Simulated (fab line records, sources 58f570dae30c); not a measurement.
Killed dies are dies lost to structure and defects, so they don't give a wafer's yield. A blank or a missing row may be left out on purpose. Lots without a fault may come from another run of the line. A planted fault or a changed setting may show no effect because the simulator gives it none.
Problem report in the 8D (eight disciplines) form, filled by code | flow berkeley_cmos170 | the parts of the form that need people (team, actions taken, sign-off) are left out

1. THE PROBLEM
GATE_POLY_THK at UCB170_GATE_THK_MEAS_05 reads a mean of 194.8 nm on 6 wafers of 2 lots; wafers without a fault read 212.9 nm with a standard deviation of 2.1. That is -8.6 standard deviations from the usual mean.
First seen on wafer L595.1, day 9 09:27, on film_metro-02. The record holds 42 wafers of 14 lots with a number at this step. Rule for "out", or "out of limits": more than 4 standard deviations from the usual mean. The other wafers with a number count as sound.

2. WHAT IT IS AND WHAT IT IS NOT
question                    | is                           | is not
which readings at this step | GATE_POLY_THK                | -
which lots                  | L595, L596                   | L585, L586, L587, L588, L589, L590, L591, L592, L593, L594, L600, L602
which wafers of those lots  | all that have a number       | -
read on which gauges        | film_metro-02, film_metro-03 | film_metro-01
when                        | from day 9 09:27             | up to then (30 sound wafers); but 6 sound wafers of L600, L602 came after

3. SUSPECTS, AND WHAT RULES EACH OUT
Counting: a tool at a process step up to the reading stays a suspect if it ran every lot that is out and no sound lot after the first of them.
- the gauge at UCB170_GATE_THK_MEAS_05: ruled out. The wafers that are out were read on 2 gauges (film_metro-02, film_metro-03).
- lpcvd-02 at UCB170_GATE_CVD_04 (deposits poly-Si from SiH4, time 1440 s, target thk 214 nm): kept. It ran every lot that is out, first L595 (day 9 08:03), and no sound lot after that; its last sound lot up to then is L593 (day 8 17:40).
Left after counting: lpcvd-02 at UCB170_GATE_CVD_04.

4. THE CAUSE (what the simulator had put in)
Process parameter drift: lpcvd-02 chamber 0, from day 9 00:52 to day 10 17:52, at UCB170_GATE_CVD_04. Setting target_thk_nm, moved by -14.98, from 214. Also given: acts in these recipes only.
Counting left only this tool.

5. THE CHAIN OF EFFECTS, in route order
Each row: a reading whose mean over the struck wafers that have a number lies more than 3 standard deviations from the usual. Only readings for which the record gives a usual standard deviation are gone through. hours: the time from each lot's start at the first step in this table that gives one to its start at this step, as a median over the lots. sigmas: the change in usual standard deviations.
hours | step                    | reading        | usual      | on struck wafers | change | sigmas
0     | UCB170_GATE_THK_MEAS_05 | GATE_POLY_THK  | 212.9 nm   | 194.8            | -18.1  | -8.6
2     | UCB170_GATE_ETCH_15     | oes_product_au | 0.839 a.u. | 0.788            | -0.051 | -4.2
The process steps in it:
- UCB170_GATE_ETCH_15: etches poly-Si in HBr/Cl2, stops on SiO2, time 56.3 s, target depth 278.2 nm.

6. WHAT WOULD HAVE CAUGHT IT SOONER
In this record the first reading out of limits at a measuring or inspecting step was taken at day 9 09:27, 9 hours after the fault began at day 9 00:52.
All the lots that are out (2) had begun UCB170_GATE_CVD_04 on lpcvd-02 by day 9 09:27. A hold on the tool at that time would have spared none of them.
